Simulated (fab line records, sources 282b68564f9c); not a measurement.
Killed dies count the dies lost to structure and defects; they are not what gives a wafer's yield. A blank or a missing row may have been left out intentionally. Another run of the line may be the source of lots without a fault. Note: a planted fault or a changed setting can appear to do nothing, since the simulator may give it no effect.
Lot-split experiment / flow rit-cmos / 23 wafers read across 5 lots, on a route 202 steps long

ABOUT THE SPLIT
At RIT_NLDD_IMPLANT_08, the setting energy-kev was moved away from the recipe's 20 on 7 of the 23 wafers read, by -2.6% to +4.1%. For the rest of the wafers, this setting stayed at what the recipe calls for.

The split's own step is where the reading is taken.

THE READING
In nm, at RIT_NLDD_IMPLANT_08: implant.drp-nm, which is the simulator's own figure and was read by no gauge. The file does not state a usual value for it.

wafer=L077.2; tool, chamber at the split=implanter-01, 0; energy-kev as run=20; against the recipe=recipe; implant.drp-nm, nm=12.97; against lot-mates on the recipe=-
wafer=L077.3; tool, chamber at the split=implanter-01, 0; energy-kev as run=20; against the recipe=recipe; implant.drp-nm, nm=12.97; against lot-mates on the recipe=-
wafer=L077.5; tool, chamber at the split=implanter-01, 0; energy-kev as run=20; against the recipe=recipe; implant.drp-nm, nm=12.97; against lot-mates on the recipe=-
wafer=L080.1; tool, chamber at the split=implanter-02, 0; energy-kev as run=20.43; against the recipe=+2.2%; implant.drp-nm, nm=13.14; against lot-mates on the recipe=+0.17
wafer=L080.2; tool, chamber at the split=implanter-02, 0; energy-kev as run=20.43; against the recipe=+2.2%; implant.drp-nm, nm=13.14; against lot-mates on the recipe=+0.17
wafer=L080.3; tool, chamber at the split=implanter-02, 0; energy-kev as run=20; against the recipe=recipe; implant.drp-nm, nm=12.97; against lot-mates on the recipe=-
wafer=L080.4; tool, chamber at the split=implanter-02, 0; energy-kev as run=20; against the recipe=recipe; implant.drp-nm, nm=12.97; against lot-mates on the recipe=-
wafer=L080.5; tool, chamber at the split=implanter-02, 0; energy-kev as run=20; against the recipe=recipe; implant.drp-nm, nm=12.97; against lot-mates on the recipe=-
wafer=L083.1; tool, chamber at the split=implanter-02, 0; energy-kev as run=20; against the recipe=recipe; implant.drp-nm, nm=12.97; against lot-mates on the recipe=-
wafer=L083.2; tool, chamber at the split=implanter-02, 0; energy-kev as run=20; against the recipe=recipe; implant.drp-nm, nm=12.97; against lot-mates on the recipe=-
wafer=L083.3; tool, chamber at the split=implanter-02, 0; energy-kev as run=20.83; against the recipe=+4.1%; implant.drp-nm, nm=13.29; against lot-mates on the recipe=+0.32
wafer=L083.4; tool, chamber at the split=implanter-02, 0; energy-kev as run=20.83; against the recipe=+4.1%; implant.drp-nm, nm=13.29; against lot-mates on the recipe=+0.32
wafer=L083.5; tool, chamber at the split=implanter-02, 0; energy-kev as run=20.83; against the recipe=+4.1%; implant.drp-nm, nm=13.29; against lot-mates on the recipe=+0.32
wafer=L084.1; tool, chamber at the split=implanter-01, 0; energy-kev as run=20; against the recipe=recipe; implant.drp-nm, nm=12.97; against lot-mates on the recipe=-
wafer=L084.4; tool, chamber at the split=implanter-01, 0; energy-kev as run=20; against the recipe=recipe; implant.drp-nm, nm=12.97; against lot-mates on the recipe=-
wafer=L084.5; tool, chamber at the split=implanter-01, 0; energy-kev as run=20; against the recipe=recipe; implant.drp-nm, nm=12.97; against lot-mates on the recipe=-
wafer=L084.3; tool, chamber at the split=implanter-01, 0; energy-kev as run=19.49; against the recipe=-2.6%; implant.drp-nm, nm=12.77; against lot-mates on the recipe=-0.20
wafer=L084.6; tool, chamber at the split=implanter-01, 0; energy-kev as run=19.49; against the recipe=-2.6%; implant.drp-nm, nm=12.77; against lot-mates on the recipe=-0.20
wafer=L085.1; tool, chamber at the split=implanter-01, 0; energy-kev as run=20; against the recipe=recipe; implant.drp-nm, nm=12.97; against lot-mates on the recipe=-
wafer=L085.3; tool, chamber at the split=implanter-01, 0; energy-kev as run=20; against the recipe=recipe; implant.drp-nm, nm=12.97; against lot-mates on the recipe=-
wafer=L085.4; tool, chamber at the split=implanter-01, 0; energy-kev as run=20; against the recipe=recipe; implant.drp-nm, nm=12.97; against lot-mates on the recipe=-
wafer=L085.5; tool, chamber at the split=implanter-01, 0; energy-kev as run=20; against the recipe=recipe; implant.drp-nm, nm=12.97; against lot-mates on the recipe=-
wafer=L085.6; tool, chamber at the split=implanter-01, 0; energy-kev as run=20; against the recipe=recipe; implant.drp-nm, nm=12.97; against lot-mates on the recipe=-

FIT RESULTS
A straight line over all 23 wafers: implant.drp-nm changes by +0.0776 nm for each +1% of energy-kev; r = +1.00; the points scatter about the line by 0.0014 nm.
The same after taking each lot's own level away (the mean of its wafers on the recipe; 23 wafers): +0.0776 nm for each +1%; r = +1.00; scatter 0.0014 nm.
The reading moves by 0.32 nm for the largest change in energy-kev, on that fit.
The lots' own levels span 12.970 to 12.970 nm.
The two slopes are in agreement: the lot-to-lot level therefore moves the slope only a little.
Check: for one of the wafers moved furthest among these (+4.1%), held out of the fit, the line's prediction against its lot-mates is +0.323 nm. Against them it came out at +0.32 nm.

THESE WAFERS: OTHER SPLITS
Note: prior to the reading, these wafers also went through further splits. Each is held against what the fit with the lots' levels taken away leaves over:
other split on the same wafers=RIT_ACTIVE_CVD_03 nh3-flow-sccm; wafers away from the commonest value=15; r with implant.drp-nm (lot level and that fit taken away)=-0.63
other split on the same wafers=RIT_ACTIVE_ETCH_13 rf-w; wafers away from the commonest value=10; r with implant.drp-nm (lot level and that fit taken away)=-0.03
other split on the same wafers=RIT_FOX1_WET_ETCH_02 time-s; wafers away from the commonest value=15; r with implant.drp-nm (lot level and that fit taken away)=+0.35
other split on the same wafers=RIT_PWELL_COAT_01 resist-thk-nm; wafers away from the commonest value=7; r with implant.drp-nm (lot level and that fit taken away)=-0.21
other split on the same wafers=RIT_PWELL_SOFTBAKE_02 temp-c; wafers away from the commonest value=8; r with implant.drp-nm (lot level and that fit taken away)=+0.01
other split on the same wafers=RIT_PWELL_IMPLANT_08 dose-cm2; wafers away from the commonest value=11; r with implant.drp-nm (lot level and that fit taken away)=-0.05
other split on the same wafers=RIT_PRETRO_IMPLANT_08 energy-kev; wafers away from the commonest value=10; r with implant.drp-nm (lot level and that fit taken away)=-0.05
other split on the same wafers=RIT_GATE_EXPOSE_13 dose-mj; wafers away from the commonest value=7; r with implant.drp-nm (lot level and that fit taken away)=-0.45
other split on the same wafers=RIT_NLDD_COAT_01 resist-thk-nm; wafers away from the commonest value=7; r with implant.drp-nm (lot level and that fit taken away)=+0.16

THE WHOLE CHAIN: every reading that the file lists as answering this split, in the file's order
step=RIT_NLDD_IMPLANT_08; what it does=; reading=implant.rp-nm (the simulator's own value, which no gauge read); change (the file's fit)=+0.185 nm for each +1% of the setting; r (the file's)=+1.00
step=RIT_NLDD_IMPLANT_08; what it does=; reading=implant.drp-nm (the simulator's own value, which no gauge read); change (the file's fit)=+0.0779 nm for each +1% of the setting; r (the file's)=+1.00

FILE'S OWN FIT
implant.drp-nm changes by +0.0779 nm for each +1% of energy-kev, r = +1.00.
